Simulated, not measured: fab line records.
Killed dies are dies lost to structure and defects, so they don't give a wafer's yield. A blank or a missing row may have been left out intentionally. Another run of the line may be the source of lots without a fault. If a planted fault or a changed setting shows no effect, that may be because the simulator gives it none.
What tool caused it? | flow berkeley cmos170 | Sampling: 14 lots, 42 wafers, 3 of 331 route steps

== WHAT THE GAUGES SHOWED, per wafer ==
UCB170_M1_RS_MEAS_01: measures by four-point-probe.
lot  | measured     | on            | M1_AL_RS (ohm/sq)
L463 | day 8 12:03  | film metro-02 | 0.0487 0.0474 0.0479
L464 | day 8 08:44  | film metro-01 | 0.0490 0.0490 0.0487
L465 | day 9 06:20  | film metro-01 | 0.0476 0.0478 0.0471
L467 | day 9 06:32  | film metro-04 | 0.0479 0.0476 0.0479
L470 | day 9 20:35  | film metro-01 | 0.0488 0.0482 0.0498
L471 | day 10 03:42 | film metro-04 | 0.0493 0.0496 0.0492
L475 | day 10 22:36 | film metro-02 | 0.0489 0.0492 0.0487
L474 | day 10 23:03 | film metro-01 | 0.0469 0.0481 0.0471
L476 | day 10 22:25 | film metro-04 | 0.0478 0.0479 0.0480
L479 | day 12 00:58 | film metro-01 | 0.0489 0.0486 0.0482
L480 | day 12 00:10 | film metro-04 | 0.0483
L481 | day 12 00:28 | film metro-01 | 0.0489 0.0490 0.0489
L482 | day 12 19:08 | film metro-02 | 0.0483 0.0486 0.0476
L484 | day 12 19:12 | film metro-04 | 0.0476 0.0484

== TOOL THAT RAN EACH LOT (tool first, then ch and the chambers of the sampled wafers, then the start) ==
lot  | UCB170_NWELL_ETCH_13              | UCB170_SPACER_ETCHBACK_03
L463 | rie diel-03 ch 0,2, day 2 19:10   | rie diel-04 ch 1,2, day 8 00:06
L464 | rie diel-04 ch 1,2, day 2 19:10   | rie diel-03 ch 0,1, day 7 19:53
L465 | rie diel-04 ch 0,1, day 3 03:57   | rie diel-02 ch 0,3, day 8 14:00
L467 | rie diel-04 ch 0,1,2, day 3 10:10 | rie diel-03 ch 0,1,2, day 8 14:00
L470 | rie diel-04 ch 0,1, day 3 22:22   | rie diel-02 ch 0,1,3, day 9 05:54
L471 | rie diel-04 ch 1,3, day 4 03:02   | rie diel-03 ch 2,3, day 9 12:02
L475 | rie diel-02 ch 1,2,3, day 5 06:58 | rie diel-03 ch 0,1, day 10 08:40
L474 | rie diel-04 ch 1,2,3, day 5 07:28 | rie diel-02 ch 1,2, day 10 08:40
L476 | rie diel-02 ch 0,1,2, day 5 11:46 | rie diel-04 ch 0,1, day 10 08:40
L479 | rie diel-02 ch 0,1,2, day 6 06:05 | rie diel-04 ch 0,3, day 11 08:23
L480 | rie diel-03 ch 0,1,2, day 6 06:23 | rie diel-03 ch 1,2, day 11 08:23
L481 | rie diel-04 ch 0,1,2, day 6 06:40 | rie diel-02 ch 1,2, day 11 08:23
L482 | rie diel-03 ch 1,2,3, day 6 14:21 | rie diel-02 ch 1,3, day 12 01:59
L484 | rie diel-02 ch 0,2,3, day 6 23:28 | rie diel-03 ch 0,2,3, day 12 01:59
- UCB170_NWELL_ETCH_13: etches Si3N4 in CH3F/Ar/O2, stops on SiO2, target depth 246.4 nm, time 154 s.
- UCB170_SPACER_ETCHBACK_03: etches SiO2 in CHF3/CF4/Ar, stops on Si, target depth 376 nm, time 100 s.

== AS READ BY THE TOOLS THEMSELVES (means over the sampled wafers that have a number; for cases with no such wafer, the mark the record gives instead) ==
UCB170_NWELL_ETCH_13.
lot  | tool        | drypump motor current A (A) | oes product au (a.u.) | throttle valve pct (%)
L463 | rie diel-03 | 6.1                         | 0.912                 | 8.12
L464 | rie diel-04 | 6.3                         | 0.929                 | 8.13
L465 | rie diel-04 | 5.8                         | 0.940                 | 8.21
L467 | rie diel-04 | 5.9                         | 0.927                 | 8.12
L470 | rie diel-04 | 5.8                         | 0.940                 | 8.21
L471 | rie diel-04 | 6.1                         | 0.931                 | 8.17
L475 | rie diel-02 | 6.2                         | 0.947                 | 8.07
L474 | rie diel-04 | 6.0                         | 0.930                 | 8.09
L476 | rie diel-02 | 5.9                         | 0.952                 | 7.99
L479 | rie diel-02 | 5.9                         | 0.960                 | 7.99
L480 | rie diel-03 | 5.7                         | 0.939                 | 8.09
L481 | rie diel-04 | 5.9                         | 0.931                 | 8.11
L482 | rie diel-03 | 5.8                         | 0.930                 | 8.06
L484 | rie diel-02 | 5.8                         | 0.934                 | 8.09

UCB170_SPACER_ETCHBACK_03.
lot  | tool        | drypump motor current A (A) | oes product au (a.u.) | throttle valve pct (%)
L463 | rie diel-04 | 6.0                         | 0.867                 | 6.42
L464 | rie diel-03 | 5.3                         | 0.893                 | 6.48
L465 | rie diel-02 | 5.7                         | 0.879                 | 6.52
L467 | rie diel-03 | 5.7                         | 0.885                 | 6.51
L470 | rie diel-02 | 6.1                         | 0.865                 | 6.49
L471 | rie diel-03 | 6.3                         | 0.858                 | 6.48
L475 | rie diel-03 | 5.3                         | 0.899                 | 6.49
L474 | rie diel-02 | 6.0                         | 0.893                 | 6.38
L476 | rie diel-04 | 5.8                         | 0.872                 | 6.63
L479 | rie diel-04 | 5.7                         | 0.880                 | 6.56
L480 | rie diel-03 | 6.0                         | 0.766                 | 6.51
L481 | rie diel-02 | 6.4                         | 0.873                 | 6.36
L482 | rie diel-02 | 6.4                         | 0.867                 | 6.55
L484 | rie diel-03 | 5.9                         | 0.818                 | 6.46

== THE ANSWER, worked out from the rows above alone ==
Rule: the usual values come from the lots themselves. Put in order of their means at a reading, lots are off if they are a third of the lots or fewer, leave a main group of 4 or more, and stand apart from it by a gap of 3 or more times the standard deviation of the main group's means; of several such gaps the widest counts. Not used: any main group whose means are identical at the precision the tables above print for the reading. Also off: a lot with no number at a reading for which 4 or more lots have one. The other lots that the step has rows for count as sound. Order of review: gauges by route order, followed by the tools' own readings, for which a lot's mean as printed above is used. The first step at which some lot is off is used, and at that step the reading that is off furthest; a lot without a number counts as furthest.
Off: L480, L484 (UCB170_SPACER_ETCHBACK_03, oes product au). Main group: mean 0.878 a.u., sd 0.012.
A tool fits if, at that step or a process step before it, it ran every lot that is off, and no sound lot after the first of them. One candidate fits, namely rie diel-03 at UCB170_SPACER_ETCHBACK_03. Its last sound lot is L475 (day 10 08:40), its first lot that is off L480 (day 11 08:23): a fault that began between those two fits.
The tool's own readings at UCB170_SPACER_ETCHBACK_03 bear it out: on the lots that are off they differ by more than 5 times the standard deviation of the sound lots' means. oes product au reads 0.792 a.u. there against 0.878 a.u. on the sound lots.

== WHAT THE SIMULATOR HAD PUT IN ==
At UCB170_SPACER_ETCHBACK_03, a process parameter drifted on rie diel-03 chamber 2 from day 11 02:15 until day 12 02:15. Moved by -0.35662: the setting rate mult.
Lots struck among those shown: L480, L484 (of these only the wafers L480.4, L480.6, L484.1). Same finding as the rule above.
